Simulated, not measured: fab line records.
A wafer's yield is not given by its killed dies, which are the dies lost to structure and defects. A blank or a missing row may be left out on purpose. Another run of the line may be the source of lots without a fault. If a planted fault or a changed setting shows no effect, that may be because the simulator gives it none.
Which tool did it? | flow berkeley_cmos170 | 14 lots, 42 wafers sampled, at 3 steps of a route of 331

## WHAT THE GAUGES SHOWED, per wafer
UCB170_M1_RS_MEAS_01: a four-point-probe measurement. Usual: for M1_AL_RS the level is 0.0471 ohm/sq and the standard deviation is 0.00039.
lot  | measured     | on            | M1_AL_RS (ohm/sq)    | flag
L250 | day 8 14:53  | film_metro-04 | 0.0465 0.0463 0.0463 |
L252 | day 9 03:45  | film_metro-01 | 0.0475 0.0478 0.0472 |
L254 | day 9 07:52  | film_metro-04 | 0.0478 0.0470 0.0472 |
L255 | day 9 08:19  | film_metro-02 | 0.0471 0.0469 0.0467 |
L253 | day 9 10:08  | film_metro-01 | 0.0472 0.0470 0.0468 |
L256 | day 9 18:53  | film_metro-02 | 0.0472 0.0473 0.0470 |
L257 | day 9 19:26  | film_metro-04 | 0.0476 0.0474 0.0474 |
L258 | day 10 10:28 | film_metro-02 | 0.0474 0.0473 0.0476 |
L260 | day 10 18:08 | film_metro-01 | 0.0465 0.0463 0.0463 |
L259 | day 10 19:08 | film_metro-02 | 0.0242 0.0479 0.0481 | OFF
L262 | day 11 07:01 | film_metro-01 | 0.0468 0.0240 0.0471 | OFF
L263 | day 11 07:35 | film_metro-01 | 0.0472 0.0468 0.0467 |
L270 | day 13 04:11 | film_metro-02 | 0.0470 0.0471 0.0469 |
L271 | day 13 22:25 | film_metro-02 | 0.0467 0.0470 0.0469 |

UCB170_M1_THK_MEAS_02: measures by xrf. Usual: for M1_AL_THK the level is 620 nm and the standard deviation is 6.4.
lot  | measured     | on            | M1_AL_THK (nm) | flag
L250 | day 8 15:00  | film_metro-04 | 632 633 630    |
L252 | day 9 03:52  | film_metro-01 | 621 614 624    |
L254 | day 9 07:59  | film_metro-04 | 612 619 618    |
L255 | day 9 08:26  | film_metro-02 | 620 622 623    |
L253 | day 9 10:16  | film_metro-01 | 627 622 626    |
L256 | day 9 18:59  | film_metro-02 | 615 615 623    |
L257 | day 9 19:33  | film_metro-04 | 612 617 616    |
L258 | day 10 10:35 | film_metro-02 | 611 614 604    |
L260 | day 10 18:15 | film_metro-01 | 630 629 631    |
L259 | day 10 19:16 | film_metro-02 | 1188 605 603   | OFF
L262 | day 11 07:08 | film_metro-01 | 627 1217 624   | OFF
L263 | day 11 07:43 | film_metro-01 | 621 627 626    |
L270 | day 13 04:17 | film_metro-02 | 618 617 617    |
L271 | day 13 22:31 | film_metro-02 | 620 615 617    |

## TOOL THAT RAN EACH LOT (tool first, then ch and the chambers of the sampled wafers, then the start)
lot  | UCB170_M1_SPUTTER_00
L250 | pvd_sputter-01, day 8 14:49
L252 | pvd_sputter-02, day 9 03:41
L254 | pvd_sputter-04, day 9 07:49
L255 | pvd_sputter-02, day 9 08:16
L253 | pvd_sputter-01, day 9 10:05
L256 | pvd_sputter-01, day 9 18:48
L257 | pvd_sputter-04, day 9 19:22
L258 | pvd_sputter-04, day 10 10:23
L260 | pvd_sputter-01, day 10 18:04
L259 | pvd_sputter-04, day 10 19:05
L262 | pvd_sputter-04, day 11 06:56
L263 | pvd_sputter-02, day 11 07:32
L270 | pvd_sputter-02, day 13 04:05
L271 | pvd_sputter-02, day 13 22:19
- UCB170_M1_SPUTTER_00: material Al, target thk 600 nm, time 80 s.

## AS READ BY THE TOOLS THEMSELVES (means over the sampled wafers that have a number; for cases with no such wafer, the mark the record gives instead)
UCB170_M1_SPUTTER_00. Usual: throttle_valve_pct 29.8 %, standard deviation 0.68.
lot  | tool           | throttle_valve_pct (%) | flag
L250 | pvd_sputter-01 | 30.0                   |
L252 | pvd_sputter-02 | 30.3                   |
L254 | pvd_sputter-04 | 28.9                   |
L255 | pvd_sputter-02 | 29.6                   |
L253 | pvd_sputter-01 | 30.2                   |
L256 | pvd_sputter-01 | 30.5                   |
L257 | pvd_sputter-04 | 29.2                   |
L258 | pvd_sputter-04 | 29.6                   |
L260 | pvd_sputter-01 | 30.5                   |
L259 | pvd_sputter-04 | 29.2                   |
L262 | pvd_sputter-04 | 29.6                   |
L263 | pvd_sputter-02 | 30.0                   |
L270 | pvd_sputter-02 | 30.1                   |
L271 | pvd_sputter-02 | 30.1                   |

## THE ANSWER, worked out from the rows above alone
Rule: a lot is off if the mean of its wafers that have a number lies more than 3 standard deviations from the usual mean. Also off: a lot with no number at a reading for which 4 or more lots have one. Where the step has rows for the other lots, those lots are counted as sound. Order of review: gauges by route order, followed by the tools' own readings, for which a lot's mean as printed above is used. The first step at which some lot is off is used, and at that step the reading that is off furthest; a lot without a number counts as furthest.
Off: at UCB170_M1_RS_MEAS_01 (M1_AL_RS), L259, L262.
If a tool, at a process step before that reading, ran all the lots that are off and no sound lot after the first of them, it fits. Those tools and the gauges at UCB170_M1_RS_MEAS_01 are tried in the same way. One fits: UCB170_M1_SPUTTER_00 on pvd_sputter-04. Its last sound lot is L258 (day 10 10:23), its first lot that is off L259 (day 10 19:05): a fault that began between those two fits.

## WHAT HAD BEEN PUT IN BY THE SIMULATOR
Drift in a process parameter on pvd_sputter-04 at UCB170_M1_SPUTTER_00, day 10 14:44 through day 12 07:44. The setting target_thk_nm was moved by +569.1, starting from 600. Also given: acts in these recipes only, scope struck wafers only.
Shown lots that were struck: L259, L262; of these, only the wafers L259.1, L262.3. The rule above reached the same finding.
